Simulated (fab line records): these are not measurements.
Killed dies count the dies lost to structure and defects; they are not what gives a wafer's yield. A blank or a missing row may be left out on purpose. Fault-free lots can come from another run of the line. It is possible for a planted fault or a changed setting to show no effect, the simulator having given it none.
A sampling plan put to the test	flow ritCmos	one fab line, 25 faults that these records tell of, each judged on the records of the lots that it struck
Plan = the line's own looks (route steps where a gauge or an inspection reads the wafer without altering it). A look can be judged if struck wafers have a number there and the file gives its usual mean and standard deviation on fault-free wafers. Caught: a look later than the fault's first step finds the struck wafers' mean 4 or more of those standard deviations (sigma) from the usual mean. On the tool: the fault's steps, tested the same way using the tool's own readings. Another recipe on the struck wafers, or a record that is blank for them alone, also counts as caught.

THE FAULTS, as the simulator had put them in
1. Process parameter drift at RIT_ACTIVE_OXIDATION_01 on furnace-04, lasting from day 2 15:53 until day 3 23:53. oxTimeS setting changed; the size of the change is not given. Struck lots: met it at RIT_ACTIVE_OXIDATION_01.
2. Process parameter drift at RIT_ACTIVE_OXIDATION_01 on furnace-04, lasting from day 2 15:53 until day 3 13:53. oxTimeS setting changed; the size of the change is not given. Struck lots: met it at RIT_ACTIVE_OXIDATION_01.
3. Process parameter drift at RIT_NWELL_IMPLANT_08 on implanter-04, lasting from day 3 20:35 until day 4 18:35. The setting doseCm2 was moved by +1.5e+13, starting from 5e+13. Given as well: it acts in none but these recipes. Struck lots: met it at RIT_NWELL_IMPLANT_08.
4. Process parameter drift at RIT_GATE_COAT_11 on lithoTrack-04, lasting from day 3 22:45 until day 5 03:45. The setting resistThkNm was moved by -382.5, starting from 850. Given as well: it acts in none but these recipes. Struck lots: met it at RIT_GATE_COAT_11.
5. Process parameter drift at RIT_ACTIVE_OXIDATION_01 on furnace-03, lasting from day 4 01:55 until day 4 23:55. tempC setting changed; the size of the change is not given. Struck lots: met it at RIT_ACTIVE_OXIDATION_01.
6. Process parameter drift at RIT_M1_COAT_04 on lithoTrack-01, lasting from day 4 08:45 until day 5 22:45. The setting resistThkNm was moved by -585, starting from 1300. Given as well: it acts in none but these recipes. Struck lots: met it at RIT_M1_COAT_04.
7. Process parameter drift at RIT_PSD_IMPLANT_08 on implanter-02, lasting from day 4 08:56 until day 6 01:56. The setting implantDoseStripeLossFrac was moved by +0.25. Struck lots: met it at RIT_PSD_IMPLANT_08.
8. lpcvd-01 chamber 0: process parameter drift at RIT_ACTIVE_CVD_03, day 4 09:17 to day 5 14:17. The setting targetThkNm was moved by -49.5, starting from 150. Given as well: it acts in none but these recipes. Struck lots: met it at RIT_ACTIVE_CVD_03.
9. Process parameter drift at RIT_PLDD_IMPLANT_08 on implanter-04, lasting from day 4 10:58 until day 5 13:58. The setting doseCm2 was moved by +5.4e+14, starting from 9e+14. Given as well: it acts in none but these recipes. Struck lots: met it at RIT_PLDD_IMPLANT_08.
10. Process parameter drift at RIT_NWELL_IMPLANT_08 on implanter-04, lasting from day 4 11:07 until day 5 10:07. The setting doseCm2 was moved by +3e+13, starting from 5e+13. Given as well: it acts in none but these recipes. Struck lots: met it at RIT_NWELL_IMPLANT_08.
11. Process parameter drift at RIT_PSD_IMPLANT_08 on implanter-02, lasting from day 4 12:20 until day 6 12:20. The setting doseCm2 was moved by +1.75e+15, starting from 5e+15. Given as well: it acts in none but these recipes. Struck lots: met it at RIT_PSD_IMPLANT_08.
12. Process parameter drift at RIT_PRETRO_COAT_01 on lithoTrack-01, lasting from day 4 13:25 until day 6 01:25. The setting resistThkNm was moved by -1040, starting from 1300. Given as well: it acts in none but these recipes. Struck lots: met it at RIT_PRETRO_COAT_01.
13. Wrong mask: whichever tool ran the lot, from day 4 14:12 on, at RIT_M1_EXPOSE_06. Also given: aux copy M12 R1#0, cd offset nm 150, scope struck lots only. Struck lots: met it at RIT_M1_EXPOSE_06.
14. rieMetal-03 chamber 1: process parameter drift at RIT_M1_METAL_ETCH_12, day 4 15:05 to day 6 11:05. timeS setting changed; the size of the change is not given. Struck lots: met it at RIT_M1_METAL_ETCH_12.
15. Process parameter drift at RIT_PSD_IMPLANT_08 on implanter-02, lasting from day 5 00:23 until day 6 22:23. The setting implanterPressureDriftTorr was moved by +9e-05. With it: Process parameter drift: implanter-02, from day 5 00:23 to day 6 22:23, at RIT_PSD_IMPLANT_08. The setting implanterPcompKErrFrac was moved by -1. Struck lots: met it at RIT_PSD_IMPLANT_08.
16. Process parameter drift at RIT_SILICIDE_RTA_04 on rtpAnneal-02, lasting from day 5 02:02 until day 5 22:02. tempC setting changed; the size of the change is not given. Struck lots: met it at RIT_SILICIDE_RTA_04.
17. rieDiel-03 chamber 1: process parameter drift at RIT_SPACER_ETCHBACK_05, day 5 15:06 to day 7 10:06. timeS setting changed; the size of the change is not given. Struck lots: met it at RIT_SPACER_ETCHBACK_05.
18. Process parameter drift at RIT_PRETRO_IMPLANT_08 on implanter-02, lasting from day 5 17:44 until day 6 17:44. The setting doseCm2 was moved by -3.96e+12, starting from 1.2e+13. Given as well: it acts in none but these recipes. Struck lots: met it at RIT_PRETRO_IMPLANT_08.
19. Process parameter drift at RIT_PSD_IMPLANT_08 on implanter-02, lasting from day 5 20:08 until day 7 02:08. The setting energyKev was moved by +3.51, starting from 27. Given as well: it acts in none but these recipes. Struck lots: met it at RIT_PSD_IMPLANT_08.
20. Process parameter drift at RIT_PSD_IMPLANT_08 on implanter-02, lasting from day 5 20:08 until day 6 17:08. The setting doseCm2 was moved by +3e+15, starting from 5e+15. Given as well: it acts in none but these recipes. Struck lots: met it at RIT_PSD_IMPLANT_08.
21. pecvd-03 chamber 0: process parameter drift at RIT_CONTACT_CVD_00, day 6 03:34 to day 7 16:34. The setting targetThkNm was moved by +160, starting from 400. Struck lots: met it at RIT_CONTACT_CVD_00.
22. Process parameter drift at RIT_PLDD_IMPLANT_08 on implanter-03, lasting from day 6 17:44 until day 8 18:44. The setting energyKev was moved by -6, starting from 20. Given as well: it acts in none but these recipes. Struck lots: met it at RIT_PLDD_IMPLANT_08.
23. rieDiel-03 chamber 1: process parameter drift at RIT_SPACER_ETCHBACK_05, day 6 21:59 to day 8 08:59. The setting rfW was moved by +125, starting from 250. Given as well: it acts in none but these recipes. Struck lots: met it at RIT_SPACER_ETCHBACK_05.
24. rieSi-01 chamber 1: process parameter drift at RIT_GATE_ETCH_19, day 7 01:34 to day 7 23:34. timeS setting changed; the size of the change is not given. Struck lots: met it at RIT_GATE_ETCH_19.
25. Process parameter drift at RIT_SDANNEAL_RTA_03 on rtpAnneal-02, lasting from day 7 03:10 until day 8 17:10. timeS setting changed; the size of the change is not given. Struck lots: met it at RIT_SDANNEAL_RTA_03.

WHAT THE PLAN SAW
fault	on the tool itself	first look that catches it	reading, sigma	median hours from its first step to that look	hours from the fault's start to the first struck lot there	judged looks passed uncaught
1	under 2 sigma	RIT_ACTIVE_THK_MEAS_02	ACTIVE_OXIDE_THK -21	1.9	0	0
2	no reading that can be judged	RIT_ACTIVE_THK_MEAS_02	ACTIVE_OXIDE_THK -13	1.9	0	0
3	doseIonsCm2 +99 or beyond sigma	RIT_NWELL_TW_MEAS_10	NWELL_TW +10	0.3	12	0
4	under 2 sigma	RIT_GATE_CD_MEAS_16	cdNm -25	0.8	2	0
5	tubeCenterTempC -99 or beyond sigma	RIT_ACTIVE_THK_MEAS_02	ACTIVE_OXIDE_THK -11	1.9	6	0
6	under 2 sigma	RIT_M1_CD_MEAS_09	cdNm -30	0.7	4	0
7	under 2 sigma	RIT_SDANNEAL_RS_MEAS_04	PSD_RS +6.3	0.8	2	0
8	no reading that can be judged	RIT_ACTIVE_THK_MEAS_04	ACTIVE_NITRIDE_THK -36	1.4	3	0
9	doseIonsCm2 +99 or beyond sigma	RIT_PLDD_TW_MEAS_10	PLDD_TW +18	0.3	7	0
10	doseIonsCm2 +99 or beyond sigma	RIT_NWELL_TW_MEAS_10	NWELL_TW +17	0.3	4	0
11	doseIonsCm2 +99 or beyond sigma	RIT_SDANNEAL_RS_MEAS_04	PSD_RS -12	0.8	3	1
12	no reading that can be judged	not the one look that can be judged after it	-	-	-	1
13	under 2 sigma	RIT_M1_CD_MEAS_09	cdNm +71	0.4	2	0
14	runLengthS -99 or beyond sigma	not the one look that can be judged after it	strongest: cdNm at RIT_M1_CD_MEAS_90, +3.6	-	-	1
15	endStationPressureTorr +97 sigma	RIT_PSD_TW_MEAS_10	PSD_TW +4.3	0.3	10	0
16	wafer_temp_C_max +5.1 sigma	none of the 8 looks that can be judged after it	strongest: cdNm at RIT_M1_CD_MEAS_09, +3.7	-	-	8
17	runLengthS -37 sigma	none of the 7 looks that can be judged after it	-	-	-	7
18	doseIonsCm2 -99 or beyond sigma	RIT_PRETRO_TW_MEAS_10	PRETRO_TW -12	0.4	7	0
19	beamEnergyKeV +99 or beyond sigma	RIT_PSD_TW_MEAS_10	PSD_TW +5.7	0.3	10	0
20	doseIonsCm2 +99 or beyond sigma	RIT_PSD_TW_MEAS_10	PSD_TW +6.2	0.4	10	0
21	under 2 sigma	RIT_CONTACT_THK_MEAS_01	CONTACT_TEOS_THK +34	0.1	10	0
22	beamEnergyKeV -99 or beyond sigma	RIT_PLDD_TW_MEAS_10	PLDD_TW -13	0.3	12	0
23	rfFwdPowerW +99 or beyond sigma	none of the 7 looks that can be judged after it	-	-	-	7
24	runLengthS +99 or beyond sigma	no look after it can be judged	-	-	-	0
25	under 2 sigma	RIT_SDANNEAL_RS_MEAS_04	PSD_RS -62	0.1	4	0
Dash: fault not caught, or number not given in these records.

Caught at a look: 19 of 25. Caught on the tool: 15 of 25. By one or the other: 24 of 25.
Faults caught by the tool alone: 14, 16, 17, 23, 24.
Caught at a look alone: faults 1, 2, 4, 6, 7, 8, 13, 21, 25.
Caught by neither: fault 12.

THINNER SAMPLING
Were the look that catches a fault to measure just every second or every third lot (counted by lot number), the first struck lot would, at worst, be measured this late:
fault	struck lots at that look, in order of time	every lot	every second lot	every third lot
1	L867, L868, L871	0 h	3 h	may miss all 3
2	L623, L624, L627	0 h	3 h	may miss all 3
3	L876, L877	12 h	18 h	may miss all 2
4	L678, L679, L681	2 h	10 h	may miss all 3
5	L764, L765, L766, L767	6 h	9 h	17 h
6	L531, L532, L536	4 h	7 h	37 h
7	L577, L578, L580	2 h	6 h	may miss all 3
8	L388	3 h	may miss it	may miss it
9	L541, L542, L543	7 h	18 h	24 h
10	L952, L953	4 h	14 h	may miss all 2
11	L462, L464	3 h	may miss all 2	may miss all 2
13	L378	2 h	may miss it	may miss it
15	L584, L587	10 h	30 h	may miss all 2
18	L183, L187	7 h	may miss all 2	may miss all 2
19	L481, L482, L485	10 h	16 h	may miss all 3
20	L367, L368	10 h	16 h	may miss all 2
21	L468, L471	10 h	21 h	may miss all 2
22	L816, L818	12 h	may miss all 2	may miss all 2
25	L216, L217	4 h	9 h	may miss all 2
The hour figures run from when the fault began to the first measured lot among those it struck. Since the struck wafers were tested as one group against 4 sigma, a single lot by itself may lie under the limit. Other struck lots may not be in these records.

THE LONGEST TIMED WAY FROM STEP TO LOOK
Fault 1: a median of 1.9 hours passes between RIT_ACTIVE_OXIDATION_01 and RIT_ACTIVE_THK_MEAS_02. No look between them can be judged.
